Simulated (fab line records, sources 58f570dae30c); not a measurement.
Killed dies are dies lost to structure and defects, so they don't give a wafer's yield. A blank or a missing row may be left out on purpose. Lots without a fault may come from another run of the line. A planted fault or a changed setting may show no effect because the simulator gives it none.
One fault seen from 2 desks | flow berkeley_cmos170 | each desk has only its own numbers; what lay behind them comes last

THE TOOL OWNER'S DESK: rie_diel-02
The tool's own readings at UCB170_M1_ETCH_11 (etches BARC in N2/H2): means of the sampled wafers that have a number, for each lot that ran on this tool. A lot is out of limits, marked OUT, if its mean lies more than 4 standard deviations from the usual mean; the brackets give that distance.
Columns: A = chamber_pressure_mTorr at UCB170_M1_ETCH_11, usual 29.996 mTorr; B = drypump_motor_current_A at UCB170_M1_ETCH_11, usual 5.9 A; C = oes_product_au at UCB170_M1_ETCH_11, usual 1.009 a.u.; D = throttle_valve_pct at UCB170_M1_ETCH_11, usual 13.31 %
lot  | first seen here | A      | B   | C                | D
L118 | day 9 04:58     | 30.010 | 5.7 | 1.042            | 13.52
L121 | day 10 03:17    | 29.990 | 5.8 | 1.028            | 13.38
L122 | day 10 13:06    | 29.961 | 6.0 | 0.781 (-10) OUT  | 13.40
L126 | day 11 04:41    | 30.010 | 5.9 | 0.791 (-9.9) OUT | 13.52
This desk's finding: out of limits on L122, L126; first on L122, day 10 13:06 (oes_product_au at UCB170_M1_ETCH_11). In limits: L118, L121.

THE METROLOGY DESK
What the gauges read, lot by lot, whatever tool the lot ran on: means of the sampled wafers that have a number. A lot is out of limits, marked OUT, if its mean lies more than 4 standard deviations from the usual mean; the brackets give that distance.
Columns: A = INCOMING_BOW at UCB170_START_BOW_MEAS_00, usual 1 um; B = NWELL_NITRIDE_THK at UCB170_NWELL_THK_MEAS_05, usual 223.3 nm
lot  | first seen here | A  | B
L112 | day 1 10:02     | -1 | 220.7
L113 | day 1 15:00     | 8  | 222.1
L115 | day 2 01:04     | 0  | 222.0
L116 | day 2 06:00     | 0  | 223.1
L117 | day 2 11:00     | 1  | 225.3
L118 | day 2 16:00     | 3  | 224.8
L121 | day 3 07:00     | -2 | 226.8
L122 | day 3 12:04     | -3 | 223.5
L126 | day 4 08:00     | -1 | 225.8
L129 | day 4 23:02     | 7  | 222.1
L131 | day 5 09:00     | -3 | 220.1
L132 | day 5 14:01     | 8  | 221.4
L133 | day 5 19:02     | 3  | 230.4
L135 | day 6 05:04     | -1 | 224.8
This desk's finding: nothing out of limits on any of the 14 lots.

PUT TOGETHER
The tool owner's desk could have raised an alarm at day 10 13:06, on L122, L126.
The metrology desk saw nothing out of limits.
The metrology desk has L122, L126 on record, within its limits.
Of the lots named, all ran UCB170_M1_ETCH_11 on rie_diel-02.

WHAT THE SIMULATOR HAD PUT IN
Process parameter drift: rie_diel-02, from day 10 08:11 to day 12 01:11, at UCB170_M1_ETCH_11. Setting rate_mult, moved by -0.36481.
Lots struck among those shown: L122, L126.
Hours from the fault's start to each desk's first reading out of limits: the tool owner's desk, 5.
